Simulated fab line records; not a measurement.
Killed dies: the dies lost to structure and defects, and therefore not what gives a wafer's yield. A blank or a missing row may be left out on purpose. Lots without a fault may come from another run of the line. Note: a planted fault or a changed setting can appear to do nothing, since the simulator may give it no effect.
Which tool is to blame? :: flow berkeley-cmos170 :: 13 lots, 39 wafers sampled, at 2 steps of a route of 331

## WHAT THE GAUGES READ, wafer by wafer
UCB170_ACTIVE_CD_MEAS_13 targets a cd of 1200 nm.
lot: L520
measured: day 4 02:13
on: cd-sem-01
cd-nm (nm): 1201.1 1200.5 1200.7

lot: L522
measured: day 5 00:32
on: cd-sem-02
cd-nm (nm): 1198.3 1197.8 1200.1

lot: L525
measured: day 5 13:38
on: cd-sem-01
cd-nm (nm): 1200.9 1201.1 1200.5

lot: L524
measured: day 5 14:06
on: cd-sem-02
cd-nm (nm): 1200.2 1201.1 1200.5

lot: L527
measured: day 5 18:42
on: cd-sem-01
cd-nm (nm): 1198.7 1198.4 1199.2

lot: L526
measured: day 5 18:56
on: cd-sem-02
cd-nm (nm): 1198.9 1199.3 1199.2

lot: L530
measured: day 6 03:26
on: cd-sem-01
cd-nm (nm): 1200.1 1198.3 1200.5

lot: L529
measured: day 6 03:40
on: cd-sem-01
cd-nm (nm): 1199.0 1200.1 1200.0

lot: L531
measured: day 6 15:56
on: cd-sem-01
cd-nm (nm): 1200.9 1199.6 1200.7

lot: L535
measured: day 7 08:46
on: cd-sem-02
cd-nm (nm): 1198.6 1199.1 1199.0

lot: L537
measured: day 8 02:47
on: cd-sem-02
cd-nm (nm): 1195.1 1194.4 1196.5 1194.6 1194.6 1196.6

lot: L538
measured: day 8 02:57
on: cd-sem-01
cd-nm (nm): 1199.1 1199.5 1199.1

lot: L540
measured: day 8 03:07
on: cd-sem-02
cd-nm (nm): 1199.9 1200.2 1200.9

## TOOL THAT RAN EACH LOT (tool first, then ch and the chambers of the sampled wafers, then the start)
lot: L520
UCB170_ACTIVE_EXPOSE_10: krf-scanner-02 ch 0, day 4 01:41

lot: L522
UCB170_ACTIVE_EXPOSE_10: krf-scanner-01 ch 0, day 5 00:08

lot: L525
UCB170_ACTIVE_EXPOSE_10: krf-scanner-01 ch 0, day 5 13:15

lot: L524
UCB170_ACTIVE_EXPOSE_10: krf-scanner-02 ch 0, day 5 13:31

lot: L527
UCB170_ACTIVE_EXPOSE_10: krf-scanner-01 ch 0, day 5 18:19

lot: L526
UCB170_ACTIVE_EXPOSE_10: krf-scanner-02 ch 0, day 5 18:32

lot: L530
UCB170_ACTIVE_EXPOSE_10: krf-scanner-02 ch 0, day 6 03:02

lot: L529
UCB170_ACTIVE_EXPOSE_10: krf-scanner-01 ch 0, day 6 03:17

lot: L531
UCB170_ACTIVE_EXPOSE_10: krf-scanner-01 ch 0, day 6 15:32

lot: L535
UCB170_ACTIVE_EXPOSE_10: krf-scanner-01 ch 0, day 7 08:22

lot: L537
UCB170_ACTIVE_EXPOSE_10: krf-scanner-02 ch 0, day 8 02:19

lot: L538
UCB170_ACTIVE_EXPOSE_10: krf-scanner-01 ch 0, day 8 02:34

lot: L540
UCB170_ACTIVE_EXPOSE_10: krf-scanner-01 ch 0, day 8 02:43
- UCB170_ACTIVE_EXPOSE_10: exposes mask ACTIVE, target cd 1200 nm.

## AS READ BY THE TOOLS THEMSELVES (means over the sampled wafers that have a number; for cases with no such wafer, the mark the record gives instead)
UCB170_ACTIVE_EXPOSE_10.
lot: L520
tool: krf-scanner-02
exposure-dose-mJ-cm2: 19.970

lot: L522
tool: krf-scanner-01
exposure-dose-mJ-cm2: 19.994

lot: L525
tool: krf-scanner-01
exposure-dose-mJ-cm2: 20.022

lot: L524
tool: krf-scanner-02
exposure-dose-mJ-cm2: 20.015

lot: L527
tool: krf-scanner-01
exposure-dose-mJ-cm2: 19.993

lot: L526
tool: krf-scanner-02
exposure-dose-mJ-cm2: 20.010

lot: L530
tool: krf-scanner-02
exposure-dose-mJ-cm2: 20.010

lot: L529
tool: krf-scanner-01
exposure-dose-mJ-cm2: 20.030

lot: L531
tool: krf-scanner-01
exposure-dose-mJ-cm2: 19.977

lot: L535
tool: krf-scanner-01
exposure-dose-mJ-cm2: 19.992

lot: L537
tool: krf-scanner-02
exposure-dose-mJ-cm2: 19.874

lot: L538
tool: krf-scanner-01
exposure-dose-mJ-cm2: 20.015

lot: L540
tool: krf-scanner-01
exposure-dose-mJ-cm2: 19.979

## THE ANSWER, worked out from the rows above alone
Rule: the usual values come from the lots themselves. Put in order of their means at a reading, lots are off if they are a third of the lots or fewer, leave a main group of 4 or more, and stand apart from it by a gap of 3 or more times the standard deviation of the main group's means; of several such gaps the widest counts. If all means in a main group match to the digits the tables above print for the reading, that group is not used. A lot without any number at a reading at which 4 lots or more have one is off too. All remaining lots with rows at the step are treated as sound. First the gauges in route order, then the tools' own readings, where a lot's mean is used as printed above. At the first step where some lot is off, the reading lying furthest off is the one used; lots without a number count as furthest.
Off, at UCB170_ACTIVE_CD_MEAS_13 on cd-nm: L537. The main group: mean 1199.8 nm, standard deviation 0.77.
A tool fits if, at a process step before that reading, it ran every lot that is off, and no sound lot after the first of them. Not tried: the gauges at UCB170_ACTIVE_CD_MEAS_13; whatever is off there is also off at UCB170_ACTIVE_EXPOSE_10, on other tools, and gauge error can't account for it. One fits: krf-scanner-02 at UCB170_ACTIVE_EXPOSE_10. Its last sound lot is L530 (day 6 03:02), its first lot that is off L537 (day 8 02:19): a fault that began between those two fits.
On the lots that are off, the tool's own readings at UCB170_ACTIVE_EXPOSE_10 differ by more than 5 times the standard deviation of the sound lots' means, which bears it out; exposure-dose-mJ-cm2 reads 19.874 there versus 20.001 on the sound lots.

## WHAT THE SIMULATOR HAD PUT IN
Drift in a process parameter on krf-scanner-02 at UCB170_ACTIVE_EXPOSE_10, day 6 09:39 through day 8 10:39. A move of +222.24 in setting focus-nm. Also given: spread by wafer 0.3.
Shown lots that were struck: L537. Same finding as the rule above.
